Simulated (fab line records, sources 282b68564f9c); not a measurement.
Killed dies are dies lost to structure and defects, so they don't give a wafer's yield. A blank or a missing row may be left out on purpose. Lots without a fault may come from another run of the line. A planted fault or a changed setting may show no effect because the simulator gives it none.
fab line records | flow rit_cmos
record lots=14 wafers=42 last_day=7
route steps=202 shown SILICIDE@162 M1@202
lots that met no fault: from a run of the same line without faults
start_h: hours from the record's first day to the start of the lot's first wafer shown | wait_h: hours since the lot's step before | " the same as in the row above | L1.1+2: a row that stands for several wafers | - no value, or no start given | * or withheld: withheld | < > ~ a bound
route shown NAME@n: a module of which the file shows steps, and the number in the route of the first | usual: mean/standard deviation of fault-free wafers | same: alike in all rows | chamber/n: place in a boat | sites: the reading at each site | _std_site: their standard deviation | _edge_site: outer sites' mean less inner sites' | radius_mm: how far each site lies from the wafer's centre | mask NAME#n: copy n | behind: the tool/chamber that last shaped the wafer | hold: why the lot was held/for how many hours/how that ended | device: the transistor (n, p or np) that didn't switch | end of line: the same wafers' tests at the end of the route | a step without rows: its recipe alone | killed: dies lost to structure and defects at the first sort, not the wafer's yield | map: a wafer's dies, x killed, . not, _ none there
set.NAME: the setting as run; set.NAME@STEP: as run at that earlier step | model.NAME: the simulator's own value behind a step, which no gauge read
steps of the route over a sample of lots; a table a step, a row a wafer
services: from which hour (start_h, from the record's first day; less than 0 if before it) a tool's chamber was out of use, for how many hours, and why
## steps
# step RIT_SILICIDE_SPUTTER_01
# recipe material=Ti target_thk_nm=30 power_w=350 chamber_pressure_pa=0.667 gas=Ar time_s=240 substrate_temp_c=25
# usual cathode_dc_power_W=350.01/0.065 throttle_valve_pct=30.2/1.2
# columns lot.wafer tool chamber start_h wait_h cathode_dc_power_W throttle_valve_pct
L148.2 pvd_sputter-02 - 50.12 0.0 350.02 31.8
L148.3 " - " " 349.99 29.7
L148.5 " - " " 349.91 31.0
L149.4 pvd_sputter-01 - 54.07 0.0 349.90 29.8
L149.5 " - " " 349.96 30.9
L149.6 " - " " 349.96 30.4
L150.1 pvd_sputter-02 - 61.00 0.0 350.01 29.7
L150.3 " - " " 349.94 31.1
L150.5 " - " " 349.91 29.9
L151.2 pvd_sputter-01 - 67.24 0.0 350.06 30.4
L151.3 " - " " 349.98 27.8
L151.5 " - " " 349.99 27.7
L152.1 pvd_sputter-02 - 70.53 0.0 349.93 31.1
L152.4 " - " " 350.02 31.6
L152.6 " - " " 349.99 31.0
L153.2 pvd_sputter-01 - 74.25 0.0 349.89 30.4
L153.3 " - " " 350.03 30.6
L153.4 " - " " 350.02 27.8
L156.4 pvd_sputter-02 - 91.55 0.0 350.00 30.9
L156.5 " - " " 350.02 30.0
L156.6 " - " " 350.14 31.2
L159.4 pvd_sputter-01 - 105.32 0.0 349.96 30.6
L159.5 " - " " 349.99 30.6
L159.6 " - " " 350.08 27.6
L161.3 pvd_sputter-03 - 116.91 0.0 350.09 29.8
L161.5 " - " " 350.09 29.7
L161.6 " - " " 349.96 28.4
L162.3 pvd_sputter-01 - 120.60 0.0 349.97 29.9
L162.4 " - " " 350.01 30.7
L162.5 " - " " 350.07 29.7
L164.2 pvd_sputter-03 - 130.54 0.0 349.94 29.5
L164.5 " - " " 350.03 28.6
L164.6 " - " " 349.93 29.6
L167.3 pvd_sputter-03 - 146.65 0.0 350.03 28.4
L167.5 " - " " 349.95 30.9
L167.6 " - " " 349.96 28.4
L168.1 pvd_sputter-02 - 150.61 0.0 349.99 29.7
L168.3 " - " " 350.04 31.5
L168.4 " - " " 350.01 31.7
L170.3 pvd_sputter-02 - 160.41 0.0 350.01 29.6
L170.4 " - " " 349.95 32.0
L170.6 " - " " 350.15 31.8
# step RIT_SILICIDE_RS_MEAS_02
# recipe thk_meas_gauge=four-point-probe reads=Ti_of_SILICIDE_SPUTTER_01
# usual SILICIDE_TI_RS=47.7/0.75
# columns lot.wafer tool chamber start_h wait_h hold SILICIDE_TI_RS[ohm/sq]
L148.2 film_metro-03 - 50.29 0.1 - 48.7
L148.3 " - " " - 48.5
L148.5 " - " " - 48.4
L149.4 film_metro-03 - 54.28 0.1 - 47.2
L149.5 " - " " - 47.6
L149.6 " - " " - 48.0
L150.1 film_metro-01 - 61.15 0.1 - 48.4
L150.3 " - " " - 48.5
L150.5 " - " " - 48.0
L151.2 film_metro-02 - 67.41 0.1 - 47.6
L151.3 " - " " - 46.6
L151.5 " - " " - 46.6
L152.1 film_metro-01 - 70.68 0.1 - 48.3
L152.4 " - " " - 48.7
L152.6 " - " " - 48.4
L153.2 film_metro-03 - 74.42 0.1 - 48.5
L153.3 " - " " - 48.5
L153.4 " - " " - 47.7
L156.4 film_metro-01 - 91.76 0.1 - 49.0
L156.5 " - " " - 48.8
L156.6 " - " " - 48.8
L159.4 film_metro-03 - 105.53 0.1 await_dispo/0.2h/release 56.2
L159.5 " - " " await_dispo/0.2h/release 56.4
L159.6 " - " " await_dispo/0.2h/release 46.9
L159.4 film_metro-03 - 105.82 0.3 - 56.7
L159.5 " - " " - 57.0
L159.6 " - " " - 47.4
L161.3 film_metro-01 - 117.10 0.1 - 47.6
L161.5 " - " " - 47.5
L161.6 " - " " - 48.7
L162.3 film_metro-01 - 120.79 0.1 await_dispo/0.2h/release 47.1
L162.4 " - " " await_dispo/0.2h/release 56.2
L162.5 " - " " await_dispo/0.2h/release 47.0
L162.3 film_metro-01 - 121.08 0.3 - 47.4
L162.4 " - " " - 56.7
L162.5 " - " " - 47.4
L164.2 film_metro-01 - 130.71 0.1 - 47.2
L164.5 " - " " - 48.7
L164.6 " - " " - 47.5
L167.3 film_metro-01 - 146.84 0.1 - 47.9
L167.5 " - " " - 47.6
L167.6 " - " " - 48.0
L168.1 film_metro-02 - 150.76 0.1 - 47.6
L168.3 " - " " - 47.4
L168.4 " - " " - 48.3
L170.3 film_metro-01 - 160.60 0.1 - 47.4
L170.4 " - " " - 47.6
L170.6 " - " " - 47.5
# step RIT_SILICIDE_THK_MEAS_03
# recipe thk_meas_gauge=xrf reads=Ti_of_SILICIDE_SPUTTER_01
# usual SILICIDE_TI_THK=29.9/0.42
# columns lot.wafer tool chamber start_h wait_h hold SILICIDE_TI_THK[nm]
L148.2 film_metro-03 - 50.40 0.1 - 29.6
L148.3 " - " " - 29.8
L148.5 " - " " - 29.8
L149.4 film_metro-03 - 54.37 0.1 - 30.4
L149.5 " - " " - 30.1
L149.6 " - " " - 29.9
L150.1 film_metro-01 - 61.27 0.1 - 29.4
L150.3 " - " " - 29.4
L150.5 " - " " - 29.6
L151.2 film_metro-02 - 67.52 0.1 - 30.0
L151.3 " - " " - 30.4
L151.5 " - " " - 30.6
L152.1 film_metro-01 - 70.80 0.1 - 29.5
L152.4 " - " " - 29.3
L152.6 " - " " - 29.5
L153.2 film_metro-03 - 74.53 0.1 - 29.7
L153.3 " - " " - 29.5
L153.4 " - " " - 30.0
L156.4 film_metro-01 - 91.85 0.1 - 29.0
L156.5 " - " " - 29.2
L156.6 " - " " - 29.2
L159.4 film_metro-03 - 108.01 2.2 await_dispo/0.2h/release 26.5
L159.5 " - " " await_dispo/0.2h/release 26.5
L159.6 " - " " await_dispo/0.2h/release 30.5
L159.4 film_metro-03 - 108.24 0.2 - 26.5
L159.5 " - " " - 26.4
L159.6 " - " " - 30.6
L161.3 film_metro-01 - 117.20 0.1 - 29.9
L161.5 " - " " - 30.0
L161.6 " - " " - 29.3
L162.3 film_metro-01 - 125.01 3.9 await_dispo/0.2h/release 30.1
L162.4 " - " " await_dispo/0.2h/release 26.1
L162.5 " - " " await_dispo/0.2h/release 30.2
L162.3 film_metro-01 - 125.23 0.2 - 30.1
L162.4 " - " " - 26.1
L162.5 " - " " - 30.2
L164.2 film_metro-01 - 130.82 0.1 - 29.9
L164.5 " - " " - 29.2
L164.6 " - " " - 29.8
L167.3 film_metro-01 - 146.94 0.1 - 29.7
L167.5 " - " " - 29.8
L167.6 " - " " - 29.8
L168.1 film_metro-02 - 150.88 0.1 - 29.9
L168.3 " - " " - 30.0
L168.4 " - " " - 29.7
L170.3 film_metro-01 - 160.70 0.1 - 30.2
L170.4 " - " " - 30.0
L170.6 " - " " - 30.0
# step RIT_M1_PROBE_99
# usual killed_at_M0_to_M3=0.0/0.16 killed_at_contacts=0.1/0.3 killed_at_front_end=7.1/3 killed_dies=7.3/3 killed_open=3.6/2 killed_short=3.5/1.9
# same gross_dies=264 killed_at_M4_up=0 killed_at_back_side=0 killed_at_other=0
# columns lot.wafer tool chamber start_h wait_h killed_at_M0_to_M3 killed_at_contacts killed_at_front_end killed_dies killed_open killed_short
L159.4 prober-02 - 117.03 0.2 0 0 6 6 4 2
L159.5 prober-02 - 117.08 0.2 0 0 6 6 4 2
L159.6 prober-02 - 117.13 0.2 0 0 10 10 3 7
L162.3 prober-01 - 136.68 0.2 0 0 5 5 3 2
L162.4 prober-01 - 136.73 0.2 0 0 9 9 2 7
L162.5 prober-01 - 136.78 0.2 0 0 4 4 1 3
# killed by level:class
L159.4 GATE:geometric_particle:open=2 REOX:geometric_particle:short=2 SPACER:geometric_particle:open=2
L159.5 GATE:geometric_particle:open=4 GATE:geometric_particle:short=1 SILICIDE:geometric_particle:short=1
L159.6 GATE:geometric_particle:short=6 GATE:geometric_particle:open=3 SPACER:geometric_particle:short=1
L162.3 SPACER:geometric_particle:open=2 FOX1:geometric_particle:short=1 GATE:geometric_particle:open=1 SPACER:geometric_particle:short=1
L162.4 FOX2:geometric_particle:short=2 GATE:geometric_particle:short=2 FOX1:geometric_particle:open=1 FOX1:geometric_particle:short=1 GATE:geometric_particle:open=1 REOX:geometric_particle:short=1 SPACER:geometric_particle:short=1
L162.5 SPACER:geometric_particle:short=2 FOX2:geometric_particle:open=1 GATE:geometric_particle:short=1
## services
# columns tool chamber start_h hours kind
pvd_sputter-01 - 41.12 1.0 repair
pvd_sputter-03 - 73.85 2.0 repair
pvd_sputter-01 - 129.90 4.9 repair
pvd_sputter-02 - 134.37 15.5 repair
## key
first_sign step=RIT_SILICIDE_RS_MEAS_02 reading=visit direction=added
effect step=RIT_SILICIDE_RS_MEAS_02 reading=SILICIDE_TI_RS direction=up sigmas=11 usual=47.7 struck=56.2
effect step=RIT_SILICIDE_THK_MEAS_03 reading=visit direction=added
effect step=RIT_SILICIDE_THK_MEAS_03 reading=SILICIDE_TI_THK direction=down sigmas=8.3 usual=29.9 struck=26.4
met_at RIT_SILICIDE_SPUTTER_01
struck_lots L159,L162
struck_wafers L159.4,L159.5,L162.4
tester_left_out L159,L162
onset_between 74.25 105.32
fault kind=process_parameter_drift tool=pvd_sputter-01 chamber=- onset_h=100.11 steps=RIT_SILICIDE_SPUTTER_01 channel=target_thk_nm offset=-3.6605 shape=step end_h=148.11 stated=30 scope=struck_wafers_only
# tester_left_out: of these lots the tester's yield and bins aren't shown, on N5 and GAA mostly nor the transistor test; their killed dies are dies lost to structure and defects alone, not to doping, threshold or leakage, so they don't give the yield
